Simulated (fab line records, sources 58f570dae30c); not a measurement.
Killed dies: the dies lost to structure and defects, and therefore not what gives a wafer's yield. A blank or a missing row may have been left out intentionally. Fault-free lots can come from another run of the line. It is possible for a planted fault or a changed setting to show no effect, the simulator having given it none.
Matching of chambers -- flow berkeley_cmos170 -- rie_diel-03 running UCB170_NWELL_ETCH_13: 4 sister chambers
The step etches Si3N4 in CH3F/Ar/O2, stops on SiO2, target depth 246.4 nm, time 154 s. 8 wafers are shown with their chamber, then 8 later ones without.

WAFERS PAIRED WITH THEIR CHAMBERS
wafer,chamber,drypump_motor_current_A (A),throttle_valve_pct (%)
L078.5,2,6.5,8.19
L078.6,1,6.1,7.96
L079.1,3,5.6,8.18
L079.5,2,6.5,8.18
L083.3,0,5.2,8.03
L083.4,1,6.0,7.95
L083.6,3,5.6,8.15
L086.1,0,5.2,8.04

WAFERS WHOSE CHAMBER IS MISSING
wafer,drypump_motor_current_A (A),throttle_valve_pct (%)
L086.3,5.6,8.17
L086.6,5.2,8.04
L087.2,6.0,7.97
L087.3,6.5,8.20
L087.6,5.2,8.03
L089.2,5.2,8.02
L089.3,5.6,8.17
L089.4,6.5,8.19

WHICH CHAMBER EACH ONE RAN IN
wafer,from the rows above,in truth
L086.3,3,3
L086.6,0,0
L087.2,1,1
L087.3,2,2
L087.6,0,0
L089.2,0,0
L089.3,3,3
L089.4,2,2
Placed correctly: 8 of 8. From these rows, 0 cannot be placed. Wrongly placed: 0.
How it was worked out, from the rows above alone: a wafer's distance from a chamber is the root of the sum, over the readings, of the square of ((its reading less the chamber's mean) divided by the reading's scatter). If the next closest chamber is less than 2 further off than the closest, the wafer can't be placed; otherwise it belongs to the closest. Each chamber's mean is taken over the wafers shown for it. The scatter is the square root of a quotient: the sum, over the shown wafers, of each reading's squared deviation from its chamber's mean, divided by wafers minus chambers.
